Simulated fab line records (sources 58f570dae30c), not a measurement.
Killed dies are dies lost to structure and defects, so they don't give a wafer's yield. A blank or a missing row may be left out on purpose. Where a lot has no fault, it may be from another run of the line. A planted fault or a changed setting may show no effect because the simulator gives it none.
The tool behind it: which one? / flow berkeley cmos170 / Sampling: 14 lots, 42 wafers, 6 of 331 route steps

WHAT EACH GAUGE READ, for each wafer
UCB170_V1_OVL_MEAS_13.
lot=L757; measured=day 7 06:23; on=overlay-02; V1_OVL (nm)=5 -1 4
lot=L758; measured=day 7 08:37; on=overlay-01; V1_OVL (nm)=8 6 13
lot=L756; measured=day 7 08:54; on=overlay-02; V1_OVL (nm)=-2 2 5
lot=L755; measured=day 7 08:57; on=overlay-02; V1_OVL (nm)=1 4 0
lot=L761; measured=day 8 03:28; on=overlay-01; V1_OVL (nm)=1 6 6
lot=L764; measured=day 9 03:17; on=overlay-02; V1_OVL (nm)=-2 3 5
lot=L767; measured=day 9 07:11; on=overlay-02; V1_OVL (nm)=1 0 3
lot=L770; measured=day 10 14:07; on=overlay-01; V1_OVL (nm)=-3 -5 -3
lot=L771; measured=day 10 18:35; on=overlay-02; V1_OVL (nm)=7 5 2
lot=L772; measured=day 10 23:56; on=overlay-02; V1_OVL (nm)=10 11 1
lot=L776; measured=day 11 08:03; on=overlay-01; V1_OVL (nm)=2 3 5
lot=L774; measured=day 11 12:48; on=overlay-02; V1_OVL (nm)=13 -1 10
lot=L775; measured=day 11 12:58; on=overlay-01; V1_OVL (nm)=1 4 -5
lot=L778; measured=day 12 04:53; on=overlay-01; V1_OVL (nm)=5 5 8

UCB170_V2_CD_MEAS_90: target cd 700 nm.
lot=L757; measured=day 7 13:38; on=cd sem-02; cd nm (nm)=701.7 700.9 700.7
lot=L758; measured=day 7 15:41; on=cd sem-01; cd nm (nm)=699.0 698.6 698.6
lot=L756; measured=day 7 15:47; on=cd sem-02; cd nm (nm)=699.7 701.2 701.5
lot=L755; measured=day 7 16:05; on=cd sem-01; cd nm (nm)=698.7 698.5 698.4
lot=L761; measured=day 8 09:31; on=cd sem-02; cd nm (nm)=697.4 696.2 696.2
lot=L764; measured=day 9 08:55; on=cd sem-01; cd nm (nm)=693.9 693.9 693.5
lot=L767; measured=day 9 12:55; on=cd sem-02; cd nm (nm)=694.1 694.3 692.5
lot=L770; measured=day 10 20:14; on=cd sem-01; cd nm (nm)=700.3 699.9 701.2
lot=L771; measured=day 11 00:22; on=cd sem-01; cd nm (nm)=701.0 701.0 701.3
lot=L772; measured=day 11 05:55; on=cd sem-01; cd nm (nm)=701.0 700.0 699.1
lot=L776; measured=day 11 13:36; on=cd sem-02; cd nm (nm)=697.8 698.6 698.4
lot=L774; measured=day 11 17:56; on=cd sem-01; cd nm (nm)=701.6 702.3 701.8
lot=L775; measured=day 11 18:33; on=cd sem-02; cd nm (nm)=701.1 699.5 699.0
lot=L778; measured=day 12 10:39; on=cd sem-02; cd nm (nm)=701.2 699.5 698.9

WHAT TOOL EACH LOT RAN ON (gives the tool, then ch and the chambers of the sampled wafers, and finally the start)
lot=L757; UCB170_V1_STRIP_15=plasma asher-01 ch 0,1, day 7 06:36; UCB170_M2_STRIP_07=plasma asher-04 ch 0,1, day 7 08:06; UCB170_V2_ETCH_14=rie diel-03 ch 0,2, day 7 13:11; UCB170_V2_STRIP_15=plasma asher-02 ch 0,1, day 7 13:22
lot=L758; UCB170_V1_STRIP_15=plasma asher-03 ch 0,1, day 7 08:50; UCB170_M2_STRIP_07=plasma asher-03 ch 0,1, day 7 10:17; UCB170_V2_ETCH_14=rie diel-04 ch 1,2,3, day 7 15:25; UCB170_V2_STRIP_15=plasma asher-04 ch 0,1, day 7 15:35
lot=L756; UCB170_V1_STRIP_15=plasma asher-02 ch 0,1, day 7 09:07; UCB170_M2_STRIP_07=plasma asher-04 ch 0,1, day 7 10:44; UCB170_V2_ETCH_14=rie diel-03 ch 0,2, day 7 15:31; UCB170_V2_STRIP_15=plasma asher-02 ch 0,1, day 7 15:41
lot=L755; UCB170_V1_STRIP_15=plasma asher-01 ch 0,1, day 7 09:10; UCB170_M2_STRIP_07=plasma asher-01 ch 0,1, day 7 10:47; UCB170_V2_ETCH_14=rie diel-02 ch 0,1,2, day 7 15:47; UCB170_V2_STRIP_15=plasma asher-03 ch 0,1, day 7 15:58
lot=L761; UCB170_V1_STRIP_15=plasma asher-02 ch 0,1, day 8 03:42; UCB170_M2_STRIP_07=plasma asher-01 ch 0,1, day 8 04:50; UCB170_V2_ETCH_14=rie diel-03 ch 0,1,2, day 8 09:11; UCB170_V2_STRIP_15=plasma asher-02 ch 0,1, day 8 09:25
lot=L764; UCB170_V1_STRIP_15=plasma asher-03 ch 0,1, day 9 03:31; UCB170_M2_STRIP_07=plasma asher-04 ch 0,1, day 9 04:36; UCB170_V2_ETCH_14=rie diel-04 ch 0,2,3, day 9 08:36; UCB170_V2_STRIP_15=plasma asher-02 ch 0,1, day 9 08:49
lot=L767; UCB170_V1_STRIP_15=plasma asher-03 ch 0,1, day 9 07:23; UCB170_M2_STRIP_07=plasma asher-04 ch 0,1, day 9 08:26; UCB170_V2_ETCH_14=rie diel-04 ch 0,2, day 9 12:38; UCB170_V2_STRIP_15=plasma asher-04 ch 0,1, day 9 12:48
lot=L770; UCB170_V1_STRIP_15=plasma asher-01 ch 0,1, day 10 14:26; UCB170_M2_STRIP_07=plasma asher-01 ch 0,1, day 10 15:52; UCB170_V2_ETCH_14=rie diel-02 ch 1,3, day 10 19:58; UCB170_V2_STRIP_15=plasma asher-02 ch 1, day 10 20:08
lot=L771; UCB170_V1_STRIP_15=plasma asher-03 ch 1, day 10 18:47; UCB170_M2_STRIP_07=plasma asher-04 ch 0,1, day 10 19:47; UCB170_V2_ETCH_14=rie diel-02 ch 0,1,2, day 10 23:59; UCB170_V2_STRIP_15=plasma asher-04 ch 0,1, day 11 00:10
lot=L772; UCB170_V1_STRIP_15=plasma asher-02 ch 0,1, day 11 00:10; UCB170_M2_STRIP_07=plasma asher-04 ch 0,1, day 11 01:10; UCB170_V2_ETCH_14=rie diel-03 ch 0,1,3, day 11 05:35; UCB170_V2_STRIP_15=plasma asher-03 ch 0,1, day 11 05:48
lot=L776; UCB170_V1_STRIP_15=plasma asher-01 ch 0,1, day 11 08:17; UCB170_M2_STRIP_07=plasma asher-01 ch 0,1, day 11 09:17; UCB170_V2_ETCH_14=rie diel-02 ch 0,1, day 11 13:17; UCB170_V2_STRIP_15=plasma asher-02 ch 0,1, day 11 13:30
lot=L774; UCB170_V1_STRIP_15=plasma asher-02 ch 0,1, day 11 13:02; UCB170_M2_STRIP_07=plasma asher-01 ch 0,1, day 11 14:02; UCB170_V2_ETCH_14=rie diel-03 ch 1,3, day 11 17:37; UCB170_V2_STRIP_15=plasma asher-04 ch 0,1, day 11 17:49
lot=L775; UCB170_V1_STRIP_15=plasma asher-03 ch 0,1, day 11 13:11; UCB170_M2_STRIP_07=plasma asher-03 ch 0,1, day 11 14:11; UCB170_V2_ETCH_14=rie diel-02 ch 0,1,3, day 11 18:16; UCB170_V2_STRIP_15=plasma asher-03 ch 0,1, day 11 18:27
lot=L778; UCB170_V1_STRIP_15=plasma asher-03 ch 0,1, day 12 05:06; UCB170_M2_STRIP_07=plasma asher-01 ch 0,1, day 12 06:06; UCB170_V2_ETCH_14=rie diel-03 ch 0,1,2, day 12 10:22; UCB170_V2_STRIP_15=plasma asher-04 ch 0,1, day 12 10:33
- UCB170_V1_STRIP_15: strips in O2.
- UCB170_M2_STRIP_07: strips in O2.
- UCB170_V2_ETCH_14: etches SiO2 in CHF3/CF4/Ar, stops on Al, target depth 1250 nm, time 291 s.
- UCB170_V2_STRIP_15: strips in O2.

AS READ BY THE TOOLS THEMSELVES (means over the sampled wafers that have a number; for cases with no such wafer, the mark the record gives instead)
UCB170_V1_STRIP_15.
lot=L757; tool=plasma asher-01; chamber pressure mTorr (mTorr)=3501; drypump motor current A (A)=5.2; oes product au (a.u.)=0.720; strip time to endpoint s (s)=15.24
lot=L758; tool=plasma asher-03; chamber pressure mTorr (mTorr)=3499; drypump motor current A (A)=5.8; oes product au (a.u.)=0.721; strip time to endpoint s (s)=15.35
lot=L756; tool=plasma asher-02; chamber pressure mTorr (mTorr)=3498; drypump motor current A (A)=6.4; oes product au (a.u.)=0.723; strip time to endpoint s (s)=15.29
lot=L755; tool=plasma asher-01; chamber pressure mTorr (mTorr)=3502; drypump motor current A (A)=5.1; oes product au (a.u.)=0.721; strip time to endpoint s (s)=15.47
lot=L761; tool=plasma asher-02; chamber pressure mTorr (mTorr)=3500; drypump motor current A (A)=6.4; oes product au (a.u.)=0.720; strip time to endpoint s (s)=15.26
lot=L764; tool=plasma asher-03; chamber pressure mTorr (mTorr)=3499; drypump motor current A (A)=5.9; oes product au (a.u.)=0.724; strip time to endpoint s (s)=15.30
lot=L767; tool=plasma asher-03; chamber pressure mTorr (mTorr)=3500; drypump motor current A (A)=5.8; oes product au (a.u.)=0.725; strip time to endpoint s (s)=15.33
lot=L770; tool=plasma asher-01; chamber pressure mTorr (mTorr)=3498; drypump motor current A (A)=5.2; oes product au (a.u.)=0.718; strip time to endpoint s (s)=15.37
lot=L771; tool=plasma asher-03; chamber pressure mTorr (mTorr)=3502; drypump motor current A (A)=5.9; oes product au (a.u.)=0.721; strip time to endpoint s (s)=15.28
lot=L772; tool=plasma asher-02; chamber pressure mTorr (mTorr)=3500; drypump motor current A (A)=6.0; oes product au (a.u.)=0.722; strip time to endpoint s (s)=15.47
lot=L776; tool=plasma asher-01; chamber pressure mTorr (mTorr)=3502; drypump motor current A (A)=5.2; oes product au (a.u.)=0.720; strip time to endpoint s (s)=15.44
lot=L774; tool=plasma asher-02; chamber pressure mTorr (mTorr)=3501; drypump motor current A (A)=6.4; oes product au (a.u.)=0.723; strip time to endpoint s (s)=15.34
lot=L775; tool=plasma asher-03; chamber pressure mTorr (mTorr)=3500; drypump motor current A (A)=5.7; oes product au (a.u.)=0.723; strip time to endpoint s (s)=15.40
lot=L778; tool=plasma asher-03; chamber pressure mTorr (mTorr)=3500; drypump motor current A (A)=5.8; oes product au (a.u.)=0.718; strip time to endpoint s (s)=15.39

UCB170_M2_STRIP_07.
lot=L757; tool=plasma asher-04; chamber pressure mTorr (mTorr)=3499; drypump motor current A (A)=5.4; oes product au (a.u.)=0.732; strip time to endpoint s (s)=21.96
lot=L758; tool=plasma asher-03; chamber pressure mTorr (mTorr)=3501; drypump motor current A (A)=5.8; oes product au (a.u.)=0.738; strip time to endpoint s (s)=21.87
lot=L756; tool=plasma asher-04; chamber pressure mTorr (mTorr)=3501; drypump motor current A (A)=5.5; oes product au (a.u.)=0.736; strip time to endpoint s (s)=21.98
lot=L755; tool=plasma asher-01; chamber pressure mTorr (mTorr)=3498; drypump motor current A (A)=5.1; oes product au (a.u.)=0.735; strip time to endpoint s (s)=21.92
lot=L761; tool=plasma asher-01; chamber pressure mTorr (mTorr)=3499; drypump motor current A (A)=5.1; oes product au (a.u.)=0.737; strip time to endpoint s (s)=21.97
lot=L764; tool=plasma asher-04; chamber pressure mTorr (mTorr)=3500; drypump motor current A (A)=5.4; oes product au (a.u.)=0.736; strip time to endpoint s (s)=21.95
lot=L767; tool=plasma asher-04; chamber pressure mTorr (mTorr)=3497; drypump motor current A (A)=5.5; oes product au (a.u.)=0.733; strip time to endpoint s (s)=21.82
lot=L770; tool=plasma asher-01; chamber pressure mTorr (mTorr)=3500; drypump motor current A (A)=5.1; oes product au (a.u.)=0.733; strip time to endpoint s (s)=21.99
lot=L771; tool=plasma asher-04; chamber pressure mTorr (mTorr)=3501; drypump motor current A (A)=5.5; oes product au (a.u.)=0.738; strip time to endpoint s (s)=21.95
lot=L772; tool=plasma asher-04; chamber pressure mTorr (mTorr)=3503; drypump motor current A (A)=5.4; oes product au (a.u.)=0.736; strip time to endpoint s (s)=21.97
lot=L776; tool=plasma asher-01; chamber pressure mTorr (mTorr)=3502; drypump motor current A (A)=5.3; oes product au (a.u.)=0.735; strip time to endpoint s (s)=22.02
lot=L774; tool=plasma asher-01; chamber pressure mTorr (mTorr)=3499; drypump motor current A (A)=5.1; oes product au (a.u.)=0.734; strip time to endpoint s (s)=21.92
lot=L775; tool=plasma asher-03; chamber pressure mTorr (mTorr)=3502; drypump motor current A (A)=5.8; oes product au (a.u.)=0.735; strip time to endpoint s (s)=21.93
lot=L778; tool=plasma asher-01; chamber pressure mTorr (mTorr)=3498; drypump motor current A (A)=5.1; oes product au (a.u.)=0.736; strip time to endpoint s (s)=22.03

UCB170_V2_ETCH_14.
lot=L757; tool=rie diel-03; cf4 flow sccm (sccm)=15.03; chamber pressure mTorr (mTorr)=200.13; drypump motor current A (A)=5.2; oes product au (a.u.)=0.867; rf fwd power W (W)=698.0; throttle valve pct (%)=6.89
lot=L758; tool=rie diel-04; cf4 flow sccm (sccm)=14.99; chamber pressure mTorr (mTorr)=200.01; drypump motor current A (A)=5.2; oes product au (a.u.)=0.857; rf fwd power W (W)=698.9; throttle valve pct (%)=7.05
lot=L756; tool=rie diel-03; cf4 flow sccm (sccm)=15.01; chamber pressure mTorr (mTorr)=200.02; drypump motor current A (A)=5.2; oes product au (a.u.)=0.868; rf fwd power W (W)=698.0; throttle valve pct (%)=6.90
lot=L755; tool=rie diel-02; cf4 flow sccm (sccm)=14.99; chamber pressure mTorr (mTorr)=200.05; drypump motor current A (A)=5.5; oes product au (a.u.)=0.888; rf fwd power W (W)=699.5; throttle valve pct (%)=6.85
lot=L761; tool=rie diel-03; cf4 flow sccm (sccm)=15.00; chamber pressure mTorr (mTorr)=199.99; drypump motor current A (A)=5.3; oes product au (a.u.)=0.874; rf fwd power W (W)=695.9; throttle valve pct (%)=6.96
lot=L764; tool=rie diel-04; cf4 flow sccm (sccm)=15.02; chamber pressure mTorr (mTorr)=199.97; drypump motor current A (A)=5.4; oes product au (a.u.)=0.841; rf fwd power W (W)=416.3; throttle valve pct (%)=7.07
lot=L767; tool=rie diel-04; cf4 flow sccm (sccm)=15.02; chamber pressure mTorr (mTorr)=200.07; drypump motor current A (A)=5.6; oes product au (a.u.)=0.852; rf fwd power W (W)=418.3; throttle valve pct (%)=7.10
lot=L770; tool=rie diel-02; cf4 flow sccm (sccm)=14.99; chamber pressure mTorr (mTorr)=200.10; drypump motor current A (A)=5.6; oes product au (a.u.)=0.873; rf fwd power W (W)=696.8; throttle valve pct (%)=6.86
lot=L771; tool=rie diel-02; cf4 flow sccm (sccm)=14.99; chamber pressure mTorr (mTorr)=200.20; drypump motor current A (A)=5.5; oes product au (a.u.)=0.884; rf fwd power W (W)=697.9; throttle valve pct (%)=6.86
lot=L772; tool=rie diel-03; cf4 flow sccm (sccm)=14.98; chamber pressure mTorr (mTorr)=199.91; drypump motor current A (A)=5.4; oes product au (a.u.)=0.874; rf fwd power W (W)=700.6; throttle valve pct (%)=6.97
lot=L776; tool=rie diel-02; cf4 flow sccm (sccm)=15.00; chamber pressure mTorr (mTorr)=199.96; drypump motor current A (A)=5.5; oes product au (a.u.)=0.872; rf fwd power W (W)=698.1; throttle valve pct (%)=6.84
lot=L774; tool=rie diel-03; cf4 flow sccm (sccm)=14.98; chamber pressure mTorr (mTorr)=200.12; drypump motor current A (A)=5.5; oes product au (a.u.)=0.881; rf fwd power W (W)=699.9; throttle valve pct (%)=7.03
lot=L775; tool=rie diel-02; cf4 flow sccm (sccm)=15.03; chamber pressure mTorr (mTorr)=199.96; drypump motor current A (A)=5.7; oes product au (a.u.)=0.875; rf fwd power W (W)=698.1; throttle valve pct (%)=6.86
lot=L778; tool=rie diel-03; cf4 flow sccm (sccm)=14.99; chamber pressure mTorr (mTorr)=200.03; drypump motor current A (A)=5.3; oes product au (a.u.)=0.882; rf fwd power W (W)=696.5; throttle valve pct (%)=6.95

UCB170_V2_STRIP_15.
lot=L757; tool=plasma asher-02; chamber pressure mTorr (mTorr)=3502; drypump motor current A (A)=6.0; oes product au (a.u.)=0.722; strip time to endpoint s (s)=15.15
lot=L758; tool=plasma asher-04; chamber pressure mTorr (mTorr)=3499; drypump motor current A (A)=5.4; oes product au (a.u.)=0.720; strip time to endpoint s (s)=15.39
lot=L756; tool=plasma asher-02; chamber pressure mTorr (mTorr)=3500; drypump motor current A (A)=6.0; oes product au (a.u.)=0.722; strip time to endpoint s (s)=15.42
lot=L755; tool=plasma asher-03; chamber pressure mTorr (mTorr)=3498; drypump motor current A (A)=5.8; oes product au (a.u.)=0.720; strip time to endpoint s (s)=15.36
lot=L761; tool=plasma asher-02; chamber pressure mTorr (mTorr)=3495; drypump motor current A (A)=6.0; oes product au (a.u.)=0.723; strip time to endpoint s (s)=15.36
lot=L764; tool=plasma asher-02; chamber pressure mTorr (mTorr)=3502; drypump motor current A (A)=6.4; oes product au (a.u.)=0.722; strip time to endpoint s (s)=16.69
lot=L767; tool=plasma asher-04; chamber pressure mTorr (mTorr)=3501; drypump motor current A (A)=5.5; oes product au (a.u.)=0.724; strip time to endpoint s (s)=16.78
lot=L770; tool=plasma asher-02; chamber pressure mTorr (mTorr)=3498; drypump motor current A (A)=6.8; oes product au (a.u.)=0.720; strip time to endpoint s (s)=15.21
lot=L771; tool=plasma asher-04; chamber pressure mTorr (mTorr)=3500; drypump motor current A (A)=5.5; oes product au (a.u.)=0.718; strip time to endpoint s (s)=15.38
lot=L772; tool=plasma asher-03; chamber pressure mTorr (mTorr)=3502; drypump motor current A (A)=5.8; oes product au (a.u.)=0.719; strip time to endpoint s (s)=15.40
lot=L776; tool=plasma asher-02; chamber pressure mTorr (mTorr)=3496; drypump motor current A (A)=6.0; oes product au (a.u.)=0.726; strip time to endpoint s (s)=15.26
lot=L774; tool=plasma asher-04; chamber pressure mTorr (mTorr)=3499; drypump motor current A (A)=5.4; oes product au (a.u.)=0.717; strip time to endpoint s (s)=15.30
lot=L775; tool=plasma asher-03; chamber pressure mTorr (mTorr)=3499; drypump motor current A (A)=5.8; oes product au (a.u.)=0.718; strip time to endpoint s (s)=15.36
lot=L778; tool=plasma asher-04; chamber pressure mTorr (mTorr)=3500; drypump motor current A (A)=5.4; oes product au (a.u.)=0.724; strip time to endpoint s (s)=15.22

THE ANSWER, worked out from the rows above alone
Rule: usual is defined by the lots themselves. Put in order of their means at a reading, lots are off if they are a third of the lots or fewer, leave a main group of 4 or more, and stand apart from it by a gap of 3 or more times the standard deviation of the main group's means; of several such gaps the widest counts. Not used: any main group whose means are identical at the precision the tables above print for the reading. Also off: a lot with no number at a reading for which 4 or more lots have one. Any other lot the step has rows for is counted as sound. After the gauges, taken in route order, come the tools' own readings; for these a lot's mean is taken, as printed above. The first step at which some lot is off is used, and at that step the reading that is off furthest; a lot without a number counts as furthest.
Off: L764, L767, at UCB170_V2_ETCH_14 (rf fwd power W). The main group: mean 698.2 W, standard deviation 1.3.
If a tool, at that step or one of the process steps before it, ran each lot that is off and ran no sound lot following the first of them, it fits. One fits: rie diel-04 at UCB170_V2_ETCH_14. Its last sound lot is L758 (day 7 15:25), its first lot that is off L764 (day 9 08:36): a fault that began between those two fits.
On the lots that are off, the tool's own readings at UCB170_V2_ETCH_14 differ by more than 5 times the standard deviation of the sound lots' means, which bears it out; rf fwd power W reads 417.3 W there versus 698.2 W on the sound lots.

WHAT HAD BEEN PUT IN BY THE SIMULATOR
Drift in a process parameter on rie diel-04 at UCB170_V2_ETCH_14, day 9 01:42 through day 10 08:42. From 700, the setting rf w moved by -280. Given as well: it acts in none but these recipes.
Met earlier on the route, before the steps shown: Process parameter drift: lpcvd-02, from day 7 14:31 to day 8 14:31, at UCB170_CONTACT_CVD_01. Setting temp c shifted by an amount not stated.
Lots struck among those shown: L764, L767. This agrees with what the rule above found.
